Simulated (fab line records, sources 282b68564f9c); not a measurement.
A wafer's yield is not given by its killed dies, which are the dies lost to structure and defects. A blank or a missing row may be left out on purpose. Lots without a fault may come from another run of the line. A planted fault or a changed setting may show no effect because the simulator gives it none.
Chamber matching / flow rit cmos / RIT_ACTIVE_ETCH_13 on rie diel-04: 3 sister chambers
The step etches Si3N4 in SF6, stops on SiO2, time 210 s, target depth 210 nm. 14 wafers are shown with their chamber, then 7 later ones without.

WAFERS PAIRED WITH THEIR CHAMBERS
wafer=L275.2; chamber=0; throttle valve pct (%)=7.51; oes product au (a.u.)=0.840
wafer=L275.3; chamber=2; throttle valve pct (%)=7.48; oes product au (a.u.)=0.833
wafer=L275.5; chamber=1; throttle valve pct (%)=7.33; oes product au (a.u.)=0.801
wafer=L276.1; chamber=0; throttle valve pct (%)=7.50; oes product au (a.u.)=0.841
wafer=L276.3; chamber=1; throttle valve pct (%)=7.36; oes product au (a.u.)=0.815
wafer=L276.4; chamber=0; throttle valve pct (%)=7.53; oes product au (a.u.)=0.838
wafer=L277.2; chamber=2; throttle valve pct (%)=7.51; oes product au (a.u.)=0.828
wafer=L277.4; chamber=1; throttle valve pct (%)=7.36; oes product au (a.u.)=0.796
wafer=L277.6; chamber=2; throttle valve pct (%)=7.49; oes product au (a.u.)=0.828
wafer=L280.2; chamber=2; throttle valve pct (%)=7.50; oes product au (a.u.)=0.826
wafer=L280.4; chamber=1; throttle valve pct (%)=7.36; oes product au (a.u.)=0.803
wafer=L280.6; chamber=0; throttle valve pct (%)=7.51; oes product au (a.u.)=0.838
wafer=L282.2; chamber=2; throttle valve pct (%)=7.49; oes product au (a.u.)=0.821
wafer=L282.4; chamber=0; throttle valve pct (%)=7.50; oes product au (a.u.)=0.830

SIGNATURES, as means of the wafers listed above
reading=throttle valve pct; chamber 0=7.5100; chamber 1=7.3525; chamber 2=7.4940; scatter within a chamber=0.0128
reading=oes product au; chamber 0=0.83740; chamber 1=0.80375; chamber 2=0.82720; scatter within a chamber=0.0056
Rule: for a wafer and a chamber, the distance is found by dividing, reading by reading, the gap between the wafer's reading and the chamber's mean by the reading's scatter, squaring, summing and taking the root. If the next closest chamber is less than 2 further off than the closest, the wafer can't be placed; otherwise it belongs to the closest. The scatter is the square root of a quotient: the sum, over the shown wafers, of each reading's squared deviation from its chamber's mean, divided by wafers minus chambers.

WAFERS WITH NO CHAMBER GIVEN
wafer=L282.5; throttle valve pct (%)=7.50; oes product au (a.u.)=0.830
wafer=L287.3; throttle valve pct (%)=7.50; oes product au (a.u.)=0.765
wafer=L292.1; throttle valve pct (%)=7.50; oes product au (a.u.)=0.777
wafer=L292.5; throttle valve pct (%)=7.50; oes product au (a.u.)=0.768
wafer=L296.2; throttle valve pct (%)=7.35; oes product au (a.u.)=0.809
wafer=L296.5; throttle valve pct (%)=7.50; oes product au (a.u.)=0.838
wafer=L296.6; throttle valve pct (%)=7.35; oes product au (a.u.)=0.793

WHICH CHAMBER EACH ONE RAN IN
wafer=L282.5; from the rows above=can't be placed: 2 or 0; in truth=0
wafer=L287.3; from the rows above=can't be placed: 2 or 0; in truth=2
wafer=L292.1; from the rows above=can't be placed: 2 or 0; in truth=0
wafer=L292.5; from the rows above=can't be placed: 2 or 0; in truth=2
wafer=L296.2; from the rows above=1; in truth=1
wafer=L296.5; from the rows above=can't be placed: 0 or 2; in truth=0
wafer=L296.6; from the rows above=1; in truth=1
Correctly placed: 2 of 7. Unplaceable from these rows: 5, with the true chamber sitting among the candidates in 5. Wrongly placed: 0.
